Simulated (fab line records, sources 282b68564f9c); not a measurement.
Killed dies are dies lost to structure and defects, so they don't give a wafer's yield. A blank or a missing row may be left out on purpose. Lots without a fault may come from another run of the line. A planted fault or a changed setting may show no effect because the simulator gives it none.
A struck lot beside a sound one | flow rit_cmos | 34 steps out of a route of 202
Sound: wafers L951.1, L951.5, L951.6. Struck: wafers L968.1, L968.2, L968.3. The cause comes at the end.
At each step with rows: each side's tool, then ch and its chambers, then its first start. Under that, the readings that differ: sound wafers | struck wafers | difference of the means | sigmas: that difference in standard deviations of wafers without a fault.
alike: readings whose means differ by less than 2 such deviations, and words and numbers that are the same on both sides. not compared: withheld readings, readings that some wafer has no value for, bounds like >300 that may hide the same value, and numbers for which the record gives no deviation and whose values overlap.
The two part at a step that has a row with sigmas, a row that says differs or no value, or rows on one side only. Numbers that don't overlap but have no deviation are shown without sigmas and don't part them. A reading that every wafer of one side lacks parts them only if that side has two wafers or more.

first, 2 steps without rows for these wafers: RIT_SPACER_CLEAN_02 (cleans in SC2, time 600 s); RIT_SPACER_CVD_03 (deposits Si3N4 from SiH2Cl2/NH3, target thk 250 nm, time 3300 s).
RIT_SPACER_THK_MEAS_04:
  sound on film_metro-03, day 3 13:28; struck on film_metro-03, day 7 16:10
  reading                 | sound             | struck            | difference | sigmas
  SPACER_NITRIDE_THK (nm) | 252.6 252.9 252.5 | 246.5 248.6 246.2 | -5.6       | -2
RIT_SPACER_ETCHBACK_05: etches Si3N4 in SF6/CHF3, stops on SiO2, target depth 250 nm, time 240 s.
  sound on rie_diel-03 ch 1,3, day 3 13:32; struck on rie_diel-02 ch 0,1,3, day 7 16:13
  alike: drypump_motor_current_A, oes_product_au, rf_fwd_power_W, throttle_valve_pct
  not compared: rf_hours_counter_h
then, 6 steps without rows for these wafers: RIT_NSD_HMDS_00 (prime time 60 s); RIT_NSD_COAT_01 (resist thk 1000 nm); RIT_NSD_SOFTBAKE_02 (time 60 s); RIT_NSD_EXPOSE_03 (exposes mask M9, target cd 40700 nm); RIT_NSD_PEB_04; RIT_NSD_DEVELOP_05 (develop time 50 s).
RIT_NSD_OVL_MEAS_06:
  sound on overlay-01, day 3 14:32; struck on overlay-02, day 7 17:23
  alike: NSD_OVL
then, 1 step without rows for these wafers: RIT_NSD_HARDBAKE_07 (time 60 s).
RIT_NSD_IMPLANT_08:
  sound on implanter-01 ch 0, day 3 14:43; struck on implanter-01 ch 0, day 7 17:42
  reading                          | sound                           | struck                        | difference | sigmas
  dose_ions_cm2                    | 9.994e+14 1.0012e+15 1.0005e+15 | 6.995e+14 7.001e+14 7.007e+14 | -3.003e+14 | -99 or more
  end_station_pressure_torr (Torr) | 8.1e-06 7.7e-06 8.1e-06         | 6.5e-06 6.7e-06 6.7e-06       | -1.3e-06   | -3
  faraday_current_uA               | 3096 3148 3145                  | 2187 2212 2227                | -921       | -15
  alike: beam_on_s
RIT_NSD_STRIP_09: strips in O2, time 180 s.
  sound on plasma_asher-01 ch 0,1, day 3 14:52; struck on plasma_asher-03 ch 0,1, day 7 17:51
  alike: drypump_motor_current_A
  not compared: rf_hours_counter_h
RIT_NSD_TW_MEAS_10:
  sound on film_metro-04, day 3 15:02; struck on film_metro-01, day 7 18:02
  reading | sound          | struck         | difference | sigmas
  NSD_TW  | 3077 3096 3088 | 2849 2862 2857 | -231       | -13
then, 6 steps without rows for these wafers: RIT_PSD_HMDS_00 (prime time 60 s); RIT_PSD_COAT_01 (resist thk 1000 nm); RIT_PSD_SOFTBAKE_02 (time 60 s); RIT_PSD_EXPOSE_03 (exposes mask M10, target cd 40900 nm); RIT_PSD_PEB_04; RIT_PSD_DEVELOP_05 (develop time 50 s).
RIT_PSD_OVL_MEAS_06:
  sound on overlay-02, day 3 15:57; struck on overlay-02, day 7 19:16
  alike: PSD_OVL
then, 2 steps without rows for these wafers: RIT_PSD_HARDBAKE_07 (time 60 s); RIT_PSD_IMPLANT_08.
RIT_PSD_STRIP_09: strips in O2, time 180 s.
  sound on plasma_asher-01 ch 0,1, day 3 16:17; struck on plasma_asher-01 ch 0,1, day 7 19:44
  alike: drypump_motor_current_A
  not compared: rf_hours_counter_h
RIT_PSD_TW_MEAS_10:
  sound on film_metro-04, day 3 16:28; struck on film_metro-04, day 7 19:55
  alike: PSD_TW
then, 3 steps without rows for these wafers: RIT_SDANNEAL_CLEAN_00 (cleans in SC1, time 600 s); RIT_SDANNEAL_CLEAN_01 (cleans in dHF, time 30 s); RIT_SDANNEAL_CLEAN_02 (cleans in SC2, time 600 s).
RIT_SDANNEAL_RTA_03: time 5 s.
  sound on rtp_anneal-01 ch 0, day 3 16:58; struck on rtp_anneal-01 ch 0, day 7 20:20
  alike: wafer_temp_C_max
RIT_SDANNEAL_RS_MEAS_04: measures by four-point-probe.
  sound on film_metro-01, day 3 17:01; struck on film_metro-02, day 7 20:23
  alike: PSD_RS
RIT_SDANNEAL_RS_MEAS_05: measures by four-point-probe.
  sound on film_metro-01, day 3 17:08; struck on film_metro-02, day 7 20:31
  reading         | sound             | struck               | difference | sigmas
  NSD_RS (ohm/sq) | 85.00 84.47 84.72 | 113.04 112.91 113.10 | +28.29     | +94
RIT_SDANNEAL_RS_MEAS_06: measures by four-point-probe.
  sound on film_metro-01, day 3 17:15; struck on film_metro-02, day 7 20:38
  alike: PLDD_RS
RIT_M1_PROBE_99:
  sound on prober-02, day 4 00:34; struck on prober-02, day 8 04:58
  reading                                   | sound              | struck               | difference | sigmas
  model.etest.nmos_0p3.r_on_ohm_um          | 2144 2118 2149     | 2304 2345 2279       | +172       |
  model.etest.nmos_0p15.r_on_ohm_um         | 1149 1137 1160     | 1205 1263 1227       | +83        |
  model.etest.nmos_0p15.drive_ua_um         | 462.5 484.2 468.9  | 438.8 431 449        | -32.3      |
  model.etest.contact_nplus.end_ohm_um      | 42.25 40.38 40.05  | 68.23 70.91 67.59    | +28.02     |
  model.etest.nmos_narrow.drive_ua_um       | 229.1 237.6 231.3  | 209.3 206 214.5      | -22.7      |
  model.etest.nmos_0p3.drive_ua_um          | 228.5 238.2 232.9  | 209.5 206.6 214      | -23.2      |
  model.etest.nmos_0p15.tox_inv_nm (nm)     | 4.421 4.331 4.39   | 4.765 4.704 4.678    | +0.335     |
  model.etest.nmos_0p15.junction_log10_a_um | -13.7 -13.6 -13.67 | -13.38 -13.39 -13.28 | +0.31      |
  alike: killed_at_contacts, killed_at_front_end, killed_dies, killed_open, killed_short

WHERE THEY PART
First at RIT_SPACER_THK_MEAS_04; last, within this record, at RIT_SDANNEAL_RS_MEAS_05. Later steps at which nothing parts them and some readings are alike: RIT_SDANNEAL_RS_MEAS_06, RIT_M1_PROBE_99.

WHY: what the simulator had put in
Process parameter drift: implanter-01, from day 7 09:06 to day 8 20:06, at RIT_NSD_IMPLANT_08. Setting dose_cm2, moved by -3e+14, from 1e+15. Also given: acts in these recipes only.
